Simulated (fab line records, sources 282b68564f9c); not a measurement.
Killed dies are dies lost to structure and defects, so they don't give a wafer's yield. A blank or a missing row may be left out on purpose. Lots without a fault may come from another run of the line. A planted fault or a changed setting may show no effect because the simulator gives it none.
fab line records | flow rit_cmos | part 2 of 2: steps 31 to 41 of 41
record lots=5 wafers=15 last_day=7
route steps=202 shown ACTIVE@1 FOX1@20 FOX2@23 NWELL@28 PWELL@39
lots that met no fault: from a run of the same line without faults
start_h: hours from the record's first day to the start of the lot's first wafer shown | wait_h: hours since the lot's step before | " the same as in the row above | L1.1+2: a row that stands for several wafers | - no value, or no start given | * or withheld: withheld | < > ~ a bound
route shown NAME@n: a module of which the file shows steps, and the number in the route of the first | usual: mean/standard deviation of fault-free wafers | same: alike in all rows | chamber/n: place in a boat | sites: the reading at each site | _std_site: their standard deviation | _edge_site: outer sites' mean less inner sites' | radius_mm: how far each site lies from the wafer's centre | mask NAME#n: copy n | behind: the tool/chamber that last shaped the wafer | hold: why the lot was held/for how many hours/how that ended | device: the transistor (n, p or np) that didn't switch | end of line: the same wafers' tests at the end of the route | a step without rows: its recipe alone | killed: dies lost to structure and defects at the first sort, not the wafer's yield | map: a wafer's dies, x killed, . not, _ none there
set.NAME: the setting as run; set.NAME@STEP: as run at that earlier step | model.NAME: the simulator's own value behind a step, which no gauge read
lots at some steps of the route; a table a step, a row a wafer
services: from which hour (start_h, from the record's first day; less than 0 if before it) a tool's chamber was out of use, for how many hours, and why
## steps
# step RIT_NWELL_EXPOSE_03
# recipe mask_id=M2 na=0.57 target_cd_nm=43900 dose_mj=250
# usual reticle_temp_C=22.99/0.11
# columns lot.wafer tool chamber start_h wait_h mask reticle_temp_C
L078.2 iline_stepper-01 0 42.59 0.1 M2#0 22.88
L078.3 " 0 " " M2#0 22.86
L078.6 " 0 " " M2#0 23.17
L085.2 iline_stepper-02 0 75.13 0.2 M2#0 22.96
L085.4 " 0 " " M2#0 23.04
L085.6 " 0 " " M2#0 23.10
L086.1 iline_stepper-02 0 80.01 0.1 M2#0 22.91
L086.5 " 0 " " M2#0 23.08
L086.6 " 0 " " M2#0 22.84
L091.1 iline_stepper-01 0 107.72 0.2 M2#0 22.96
L091.2 " 0 " " M2#0 22.95
L091.5 " 0 " " M2#0 22.86
L096.2 iline_stepper-01 0 135.06 0.1 M2#0 22.78
L096.3 " 0 " " M2#0 22.74
L096.5 " 0 " " M2#0 22.81
# step RIT_NWELL_PEB_04
# recipe resist=NOVOLAK temp_c=withheld time_s=withheld
# usual exhaust_pa=45.2/0.83
# columns lot.wafer tool chamber start_h wait_h exhaust_pa
L078.2 litho_track-02 0 42.72 0.1 44.0
L078.3 " 0 " " 46.1
L078.6 " 0 " " 44.6
L085.2 litho_track-01 0 75.26 0.1 44.4
L085.4 " 0 " " 44.4
L085.6 " 0 " " 46.2
L086.1 litho_track-01 0 80.13 0.1 46.1
L086.5 " 0 " " 44.5
L086.6 " 0 " " 46.4
L091.1 litho_track-01 0 107.84 0.1 45.9
L091.2 " 0 " " 45.6
L091.5 " 0 " " 44.9
L096.2 litho_track-01 0 135.18 0.1 44.5
L096.3 " 0 " " 46.4
L096.5 " 0 " " 44.3
# step RIT_NWELL_DEVELOP_05
# recipe resist=NOVOLAK develop_time_s=68 dev_temp_c=23
# usual exhaust_pa=45.1/0.87
# columns lot.wafer tool chamber start_h wait_h exhaust_pa
L078.2 litho_track-02 0 - - 45.4
L078.3 " 0 " " 44.7
L078.6 " 0 " " 45.2
L085.2 litho_track-01 0 - - 47.1
L085.4 " 0 " " 46.7
L085.6 " 0 " " 45.2
L086.1 litho_track-01 0 - - 45.1
L086.5 " 0 " " 46.2
L086.6 " 0 " " 46.5
L091.1 litho_track-01 0 - - 44.2
L091.2 " 0 " " 44.5
L091.5 " 0 " " 44.4
L096.2 litho_track-01 0 - - 45.1
L096.3 " 0 " " 45.5
L096.5 " 0 " " 44.8
# step RIT_NWELL_OVL_MEAS_06
# usual NWELL_OVL=0.1/1.3
# columns lot.wafer tool chamber start_h wait_h NWELL_OVL[nm]
L078.2 overlay-01 - 43.01 - 0.0
L078.3 " - " " 1.9
L078.6 " - " " -0.2
L085.2 overlay-01 - 75.55 - 1.2
L085.4 " - " " 0.8
L085.6 " - " " -1.7
L086.1 overlay-02 - 80.44 - -1.3
L086.5 " - " " 1.0
L086.6 " - " " 0.9
L091.1 overlay-01 - 108.15 - -0.1
L091.2 " - " " -0.1
L091.5 " - " " -1.3
L096.2 overlay-01 - 135.48 - 2.1
L096.3 " - " " 1.3
L096.5 " - " " 0.9
# step RIT_NWELL_HARDBAKE_07
# recipe resist=NOVOLAK temp_c=140 time_s=120
# usual exhaust_pa=45.1/0.95
# columns lot.wafer tool chamber start_h wait_h exhaust_pa
L078.2 litho_track-01 0 43.08 0.1 43.6
L078.3 " 0 " " 43.4
L078.6 " 0 " " 43.3
L085.2 litho_track-02 0 75.62 0.1 45.4
L085.4 " 0 " " 45.4
L085.6 " 0 " " 46.1
L086.1 litho_track-04 0 80.48 0.0 44.6
L086.5 " 0 " " 45.4
L086.6 " 0 " " 44.9
L091.1 litho_track-04 0 108.19 0.0 45.0
L091.2 " 0 " " 47.1
L091.5 " 0 " " 45.0
L096.2 litho_track-04 0 135.65 0.2 45.5
L096.3 " 0 " " 45.0
L096.5 " 0 " " 44.4
# step RIT_NWELL_IMPLANT_08
# recipe species=P energy_kev=170 dose_cm2=5e+13 tilt_deg=7
# usual tilt_deg=7.002/0.021
# same implant_ion_amu=31
# columns lot.wafer tool chamber start_h wait_h tilt_deg
L078.2 implanter-02 0 43.31 0.2 6.981
L078.3 " 0 " " 6.987
L078.6 " 0 " " 6.955
L085.2 implanter-02 0 75.85 0.2 7.029
L085.4 " 0 " " 7.021
L085.6 " 0 " " 7.023
L086.1 implanter-01 0 80.73 0.2 6.993
L086.5 " 0 " " 7.005
L086.6 " 0 " " 7.005
L091.1 implanter-02 0 108.44 0.2 7.010
L091.2 " 0 " " 6.997
L091.5 " 0 " " 6.980
L096.2 implanter-02 0 135.88 0.2 6.998
L096.3 " 0 " " 7.008
L096.5 " 0 " " 7.022
# step RIT_NWELL_STRIP_09
# recipe chemistry=O2 time_s=180 resist=NOVOLAK platen_temp_c=withheld power_w=500 pressure_mtorr=4000 o2_flow_sccm=4000
# usual drypump_motor_current_A=5.9/0.36
# columns lot.wafer tool chamber start_h wait_h drypump_motor_current_A rf_hours_counter_h
L078.2 plasma_asher-04 0 43.44 0.1 5.9 42
L078.3 " 1 " " 5.7 -
L078.6 " 1 " " 5.7 -
L085.2 plasma_asher-02 0 75.98 0.1 6.2 43
L085.4 " 0 " " 6.2 -
L085.6 " 1 " " 5.5 -
L086.1 plasma_asher-02 0 80.88 0.1 6.2 43
L086.5 " 0 " " 6.2 -
L086.6 " 1 " " 5.5 -
L091.1 plasma_asher-04 1 108.59 0.1 5.7 49
L091.2 " 0 " " 5.9 49
L091.5 " 1 " " 5.8 -
L096.2 plasma_asher-04 0 136.01 0.1 5.9 52
L096.3 " 0 " " 5.9 -
L096.5 " 1 " " 5.8 -
# step RIT_NWELL_TW_MEAS_10
# usual NWELL_TW=2133/22
# columns lot.wafer tool chamber start_h wait_h NWELL_TW
L078.2 film_metro-01 - 43.62 0.1 2138
L078.3 " - " " 2146
L078.6 " - " " 2155
L085.2 film_metro-04 - 76.16 0.1 2158
L085.4 " - " " 2162
L085.6 " - " " 2155
L086.1 film_metro-01 - 81.06 0.1 2150
L086.5 " - " " 2154
L086.6 " - " " 2149
L091.1 film_metro-04 - 108.76 0.1 2145
L091.2 " - " " 2148
L091.5 " - " " 2146
L096.2 film_metro-03 - 136.19 0.1 2096
L096.3 " - " " 2095
L096.5 " - " " 2090
# step RIT_PWELL_HMDS_00
# recipe prime_time_s=60 prime_temp_c=140
# usual exhaust_pa=45.0/0.94 prime_temp_c=140.00/0.15
# columns lot.wafer tool chamber start_h wait_h exhaust_pa prime_temp_c
L078.2 litho_track-04 0 43.70 0.1 45.1 139.79
L078.3 " 0 " " 44.8 139.68
L078.6 " 0 " " 43.1 139.71
L085.2 litho_track-04 0 76.24 0.1 44.5 140.14
L085.4 " 0 " " 45.6 140.22
L085.6 " 0 " " 44.5 140.36
L086.1 litho_track-04 0 81.12 0.1 45.4 139.95
L086.5 " 0 " " 46.0 139.80
L086.6 " 0 " " 47.3 139.84
L091.1 litho_track-03 0 108.82 0.1 44.7 139.99
L091.2 " 0 " " 44.4 140.04
L091.5 " 0 " " 45.5 139.96
L096.2 litho_track-04 0 136.27 0.1 42.9 140.05
L096.3 " 0 " " 43.2 139.78
L096.5 " 0 " " 44.0 139.88
# step RIT_PWELL_COAT_01
# recipe resist=NOVOLAK spin_rpm=2000 resist_thk_nm=1300
# usual exhaust_pa=45.1/0.8
# columns lot.wafer tool chamber start_h wait_h exhaust_pa
L078.2 litho_track-04 0 43.85 0.1 45.7
L078.3 " 0 " " 45.1
L078.6 " 0 " " 45.7
L085.2 litho_track-04 0 76.39 0.1 43.5
L085.4 " 0 " " 45.2
L085.6 " 0 " " 44.3
L086.1 litho_track-04 0 81.27 0.1 45.5
L086.5 " 0 " " 45.5
L086.6 " 0 " " 46.0
L091.1 litho_track-03 0 108.97 0.1 46.1
L091.2 " 0 " " 44.6
L091.5 " 0 " " 44.7
L096.2 litho_track-04 0 136.42 0.1 45.6
L096.3 " 0 " " 45.3
L096.5 " 0 " " 45.8
# step RIT_PWELL_SOFTBAKE_02
# recipe resist=NOVOLAK temp_c=90 time_s=60
# usual exhaust_pa=45.0/0.96
# columns lot.wafer tool chamber start_h wait_h exhaust_pa
L078.2 litho_track-04 0 44.00 0.1 43.8
L078.3 " 0 " " 46.9
L078.6 " 0 " " 44.7
L085.2 litho_track-04 0 76.54 0.1 46.1
L085.4 " 0 " " 44.7
L085.6 " 0 " " 44.7
L086.1 litho_track-04 0 81.42 0.1 44.8
L086.5 " 0 " " 45.3
L086.6 " 0 " " 46.2
L091.1 litho_track-03 0 109.12 0.1 43.0
L091.2 " 0 " " 43.2
L091.5 " 0 " " 43.8
L096.2 litho_track-04 0 136.57 0.1 45.5
L096.3 " 0 " " 46.0
L096.5 " 0 " " 46.6
## services
# columns tool chamber start_h hours kind
iline_stepper-02 - 8.39 1.7 pm
rie_diel-02 1 11.20 8.4 repair
rie_diel-03 3 17.40 10.8 repair
plasma_asher-01 - 18.18 1.8 repair
plasma_asher-01 - 19.20 6.0 repair
furnace-04 - 27.05 2.7 pm
furnace-01 - 28.89 2.7 pm
rie_diel-03 3 35.25 9.1 repair
plasma_asher-02 - 43.78 0.9 repair
rie_diel-02 2 47.65 11.6 repair
furnace-03 - 51.46 3.2 pm
plasma_asher-03 - 56.69 2.8 pm
rie_diel-04 0 58.18 22.7 repair
iline_stepper-01 - 58.87 1.7 pm
lpcvd-01 - 61.69 1.1 repair
iline_stepper-02 - 67.08 4.4 pm
furnace-02 - 83.08 75.5 pm
iline_stepper-01 - 89.14 1.5 repair
plasma_asher-03 - 108.75 9.0 pm
rie_diel-02 1 109.40 4.0 repair
furnace-01 - 126.78 3.6 pm
rie_diel-04 3 127.92 6.3 repair
furnace-04 - 130.90 11.8 repair
rie_diel-04 0 133.90 50.4 repair
